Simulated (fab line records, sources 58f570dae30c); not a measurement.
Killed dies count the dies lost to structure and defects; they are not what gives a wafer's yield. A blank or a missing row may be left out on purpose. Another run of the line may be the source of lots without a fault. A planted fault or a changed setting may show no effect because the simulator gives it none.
Split-lot trial :: flow berkeley cmos170 :: 5 lots, 23 wafers read, on a route of 331 steps

THE SPLIT ITSELF
At UCB170_NWELL_COAT_07 (resist thk 900 nm), the setting spin rpm was moved away from the recipe's 1500 rpm on 10 of the 23 wafers read, by +2.1% to +7.0%. The other wafers ran this setting at the recipe's value.

FROM THE SPLIT TO THE READING: what the file shows between them, 3 steps
- UCB170_NWELL_SOFTBAKE_08: time 60 s
- UCB170_NWELL_EXPOSE_09: exposes mask NWELL, target cd 3000 nm
- UCB170_NWELL_DEVELOP_11: develop time 45 s

THE READING
KrF_of_NWELL_COAT_07.thk nm (the simulator's own value, which no gauge read), in nm, at UCB170_NWELL_ETCH_13 (etches Si3N4 in CH3F/Ar/O2, stops on SiO2, target depth 246.4 nm, time 154 s). The file does not state a usual value for it. Average 721.1 nm, standard deviation 5.1 nm, over the 13 wafers here run with the recipe.

wafer: L074.1
tool, chamber at the split: litho track-01, 0
spin rpm as run, rpm: 1500
against the recipe: recipe
KrF_of_NWELL_COAT_07.thk nm, nm: 714.8
against lot-mates on the recipe: -

wafer: L074.2
tool, chamber at the split: litho track-01, 0
spin rpm as run, rpm: 1532
against the recipe: +2.1%
KrF_of_NWELL_COAT_07.thk nm, nm: 712.9
against lot-mates on the recipe: -4.0

wafer: L074.3
tool, chamber at the split: litho track-01, 0
spin rpm as run, rpm: 1532
against the recipe: +2.1%
KrF_of_NWELL_COAT_07.thk nm, nm: 712.9
against lot-mates on the recipe: -4.0

wafer: L074.5
tool, chamber at the split: litho track-01, 0
spin rpm as run, rpm: 1532
against the recipe: +2.1%
KrF_of_NWELL_COAT_07.thk nm, nm: 714.1
against lot-mates on the recipe: -2.8

wafer: L074.6
tool, chamber at the split: litho track-01, 0
spin rpm as run, rpm: 1500
against the recipe: recipe
KrF_of_NWELL_COAT_07.thk nm, nm: 719
against lot-mates on the recipe: -

wafer: L077.1
tool, chamber at the split: litho track-02, 0
spin rpm as run, rpm: 1500
against the recipe: recipe
KrF_of_NWELL_COAT_07.thk nm, nm: 725.8
against lot-mates on the recipe: -

wafer: L077.2
tool, chamber at the split: litho track-02, 0
spin rpm as run, rpm: 1500
against the recipe: recipe
KrF_of_NWELL_COAT_07.thk nm, nm: 721.3
against lot-mates on the recipe: -

wafer: L077.3
tool, chamber at the split: litho track-02, 0
spin rpm as run, rpm: 1573
against the recipe: +4.9%
KrF_of_NWELL_COAT_07.thk nm, nm: 697.6
against lot-mates on the recipe: -25.5

wafer: L077.4
tool, chamber at the split: litho track-02, 0
spin rpm as run, rpm: 1573
against the recipe: +4.9%
KrF_of_NWELL_COAT_07.thk nm, nm: 700.1
against lot-mates on the recipe: -23.0

wafer: L077.5
tool, chamber at the split: litho track-02, 0
spin rpm as run, rpm: 1500
against the recipe: recipe
KrF_of_NWELL_COAT_07.thk nm, nm: 722.3
against lot-mates on the recipe: -

wafer: L079.1
tool, chamber at the split: litho track-03, 0
spin rpm as run, rpm: 1500
against the recipe: recipe
KrF_of_NWELL_COAT_07.thk nm, nm: 718.9
against lot-mates on the recipe: -

wafer: L079.3
tool, chamber at the split: litho track-03, 0
spin rpm as run, rpm: 1500
against the recipe: recipe
KrF_of_NWELL_COAT_07.thk nm, nm: 715
against lot-mates on the recipe: -

wafer: L079.6
tool, chamber at the split: litho track-03, 0
spin rpm as run, rpm: 1500
against the recipe: recipe
KrF_of_NWELL_COAT_07.thk nm, nm: 717.6
against lot-mates on the recipe: -

wafer: L082.1
tool, chamber at the split: litho track-03, 0
spin rpm as run, rpm: 1500
against the recipe: recipe
KrF_of_NWELL_COAT_07.thk nm, nm: 730.1
against lot-mates on the recipe: -

wafer: L082.2
tool, chamber at the split: litho track-03, 0
spin rpm as run, rpm: 1605
against the recipe: +7.0%
KrF_of_NWELL_COAT_07.thk nm, nm: 689.4
against lot-mates on the recipe: -39.1

wafer: L082.3
tool, chamber at the split: litho track-03, 0
spin rpm as run, rpm: 1500
against the recipe: recipe
KrF_of_NWELL_COAT_07.thk nm, nm: 726
against lot-mates on the recipe: -

wafer: L082.4
tool, chamber at the split: litho track-03, 0
spin rpm as run, rpm: 1500
against the recipe: recipe
KrF_of_NWELL_COAT_07.thk nm, nm: 729.5
against lot-mates on the recipe: -

wafer: L082.5
tool, chamber at the split: litho track-03, 0
spin rpm as run, rpm: 1605
against the recipe: +7.0%
KrF_of_NWELL_COAT_07.thk nm, nm: 698.1
against lot-mates on the recipe: -30.4

wafer: L085.1
tool, chamber at the split: litho track-01, 0
spin rpm as run, rpm: 1554
against the recipe: +3.6%
KrF_of_NWELL_COAT_07.thk nm, nm: 699.3
against lot-mates on the recipe: -17.5

wafer: L085.2
tool, chamber at the split: litho track-01, 0
spin rpm as run, rpm: 1554
against the recipe: +3.6%
KrF_of_NWELL_COAT_07.thk nm, nm: 707.7
against lot-mates on the recipe: -9.0

wafer: L085.3
tool, chamber at the split: litho track-01, 0
spin rpm as run, rpm: 1554
against the recipe: +3.6%
KrF_of_NWELL_COAT_07.thk nm, nm: 701.4
against lot-mates on the recipe: -15.4

wafer: L085.4
tool, chamber at the split: litho track-01, 0
spin rpm as run, rpm: 1500
against the recipe: recipe
KrF_of_NWELL_COAT_07.thk nm, nm: 715.4
against lot-mates on the recipe: -

wafer: L085.5
tool, chamber at the split: litho track-01, 0
spin rpm as run, rpm: 1500
against the recipe: recipe
KrF_of_NWELL_COAT_07.thk nm, nm: 718.1
against lot-mates on the recipe: -

THE FIT
A straight line over all 23 wafers: KrF_of_NWELL_COAT_07.thk nm changes by -4.24 nm for each +1% of spin rpm; r = -0.91; the points scatter about the line by 4.7 nm.
The same after taking each lot's own level away (the mean of its wafers on the recipe; 23 wafers): -4.74 nm for each +1%; r = -0.96; scatter 3.5 nm.
According to that fit, moving spin rpm by its largest amount changes the reading by 33 nm.
The span of the lots' own levels, 716.75 to 728.53 nm, comes to 2.3 times the standard deviation stated above.
Thus the slope moves with the lot-to-lot level: the two fits are different.
Check: for one of the wafers moved furthest among these (+7.0%), held out of the fit, the line's prediction against its lot-mates is -29.7 nm. Against them it came out at -39.1 nm.

ADDITIONAL SPLITS CARRIED BY THESE WAFERS
Other splits were also applied to these wafers ahead of the reading. Each is held against what the fit with the lots' levels taken away leaves over:
other split on the same wafers: UCB170_START_OXIDATION_02 ox time s
wafers away from the commonest value: 10
r with KrF_of_NWELL_COAT_07.thk nm (lot level and that fit taken away): -0.47

THE WHOLE CHAIN: every reading that the file lists as answering this split, in the file's order
step: UCB170_NWELL_COAT_07
what it does: resist thk 900 nm
reading: KrF_of_NWELL_COAT_07.thk nm (the simulator's own value, which no gauge read)
change (the file's fit): -4.57 nm for each +1% of the setting
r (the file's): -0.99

step: UCB170_NWELL_ETCH_13
what it does: etches Si3N4 in CH3F/Ar/O2, stops on SiO2, target depth 246.4 nm, time 154 s
reading: KrF_of_NWELL_COAT_07.thk nm (the simulator's own value, which no gauge read)
change (the file's fit): -4.65 nm for each +1% of the setting
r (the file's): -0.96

step: UCB170_NWELL_STRIP_15
what it does: strips in O2
reading: strip time to endpoint s
change (the file's fit): withheld for each +1% of the setting
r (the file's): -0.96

FILE'S OWN FIT
KrF_of_NWELL_COAT_07.thk nm changes by -4.65 nm for each +1% of spin rpm, r = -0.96.
